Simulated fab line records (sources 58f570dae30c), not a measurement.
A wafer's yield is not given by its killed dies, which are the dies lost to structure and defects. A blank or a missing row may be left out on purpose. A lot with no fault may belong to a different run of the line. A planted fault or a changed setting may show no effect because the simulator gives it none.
Split-lot study    flow berkeley_cmos170    on a route of 331 steps: 5 lots, 23 wafers read

## ON THE SPLIT
At UCB170_CONTACT_EXPOSE_12 (exposes mask CONT, target cd 700 nm), the setting dose_mj was moved away from the recipe's 35 on 10 of the 23 wafers read, by -6.7% to +7.0%. The other wafers ran this setting at the recipe's value.

## FROM THE SPLIT TO THE READING: what the file shows between them, 6 steps
- UCB170_CONTACT_PEB_13
- UCB170_CONTACT_DEVELOP_14: develop time 45 s
- UCB170_CONTACT_CD_MEAS_15: target cd 700 nm
- UCB170_CONTACT_ETCH_17: etches BARC in N2/H2
- UCB170_CONTACT_ETCH_18: etches PSG in CHF3/CF4/Ar, stops on TiSi2, target depth 840 nm, time 195 s
- UCB170_CONTACT_STRIP_19: strips in O2

## THE READING
Shown in nm: cd_nm at UCB170_CONTACT_CD_MEAS_90, with target cd 700 nm. A value of 700.4 nm with a standard deviation of 1.3 nm is what fault-free wafers of this fab line usually give.

wafer   tool, chamber at the split  dose_mj as run  against the recipe  cd_nm, nm  against lot-mates on the recipe
L074.2  krf_scanner-02, 0           37.46           +7.0%               710.7      +11.5
L074.3  krf_scanner-02, 0           37.46           +7.0%               711.5      +12.3
L074.4  krf_scanner-02, 0           37.46           +7.0%               710.2      +11.0
L074.5  krf_scanner-02, 0           35              recipe              699.1      -
L074.6  krf_scanner-02, 0           35              recipe              699.3      -
L078.1  krf_scanner-02, 0           33.84           -3.3%               694.7      -4.6
L078.3  krf_scanner-02, 0           35              recipe              699.6      -
L078.4  krf_scanner-02, 0           35              recipe              698.3      -
L078.5  krf_scanner-02, 0           33.84           -3.3%               693.9      -5.4
L078.6  krf_scanner-02, 0           35              recipe              699.9      -
L081.1  krf_scanner-02, 0           35              recipe              702.1      -
L081.3  krf_scanner-02, 0           35              recipe              701.8      -
L081.4  krf_scanner-02, 0           35              recipe              702.7      -
L084.1  krf_scanner-02, 0           37.42           +6.9%               710.3      +9.9
L084.2  krf_scanner-02, 0           35              recipe              700.3      -
L084.3  krf_scanner-02, 0           35              recipe              699.9      -
L084.5  krf_scanner-02, 0           37.42           +6.9%               710.9      +10.5
L084.6  krf_scanner-02, 0           35              recipe              701.1      -
L085.1  krf_scanner-01, 0           32.66           -6.7%               688.5      -15.4
L085.3  krf_scanner-01, 0           35              recipe              703.6      -
L085.4  krf_scanner-01, 0           32.66           -6.7%               689.3      -14.6
L085.5  krf_scanner-01, 0           32.66           -6.7%               688.6      -15.2
L085.6  krf_scanner-01, 0           35              recipe              704.1      -

THE FIT
A straight line over all 23 wafers: cd_nm changes by +1.59 nm for each +1% of dose_mj; r = +0.97; the points scatter about the line by 1.6 nm.
The same after taking each lot's own level away (the mean of its wafers on the recipe; 23 wafers): +1.81 nm for each +1%; r = +0.99; scatter 1.3 nm.
The reading moves by 13 nm for the largest change in dose_mj, on that fit.
The span of the lots' own levels, 699.20 to 703.85 nm, comes to 3.6 times the standard deviation stated above.
In other words, the slope is changed by the lot-to-lot level; the two fits disagree.
Check: with one of the wafers moved furthest among these (+7.0%) left out of the fit, the line predicts +12.2 nm for it against its lot-mates. It came out at +11.5 nm against them.

## ADDITIONAL SPLITS CARRIED BY THESE WAFERS
Note: prior to the reading, these wafers also went through further splits. Each is held against what the fit with the lots' levels taken away leaves over:
other split on the same wafers        wafers away from the commonest value  r with cd_nm (lot level and that fit taken away)
UCB170_NSD_EXPOSE_03 dose_mj          11                                    -0.46
UCB170_SILICIDE_SPUTTER_01 time_s     4                                     -0.19
UCB170_CONTACT_COAT_04 resist_thk_nm  8                                     +0.23

## THE WHOLE CHAIN: every reading that the file lists as answering this split, in the file's order
step                       what it does          reading                                                         change (the file's fit)               r (the file's)
UCB170_CONTACT_CD_MEAS_15  target cd 700 nm      cd_nm                                                           +1.78 nm for each +1% of the setting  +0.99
UCB170_CONTACT_ETCH_17     etches BARC in N2/H2  CONTACT.cd_nm (the simulator's own value, which no gauge read)  +1.78 nm for each +1% of the setting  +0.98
UCB170_CONTACT_CD_MEAS_90  target cd 700 nm      cd_nm                                                           +1.76 nm for each +1% of the setting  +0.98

## FILE'S OWN FIT
cd_nm changes by +1.76 nm for each +1% of dose_mj, r = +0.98.
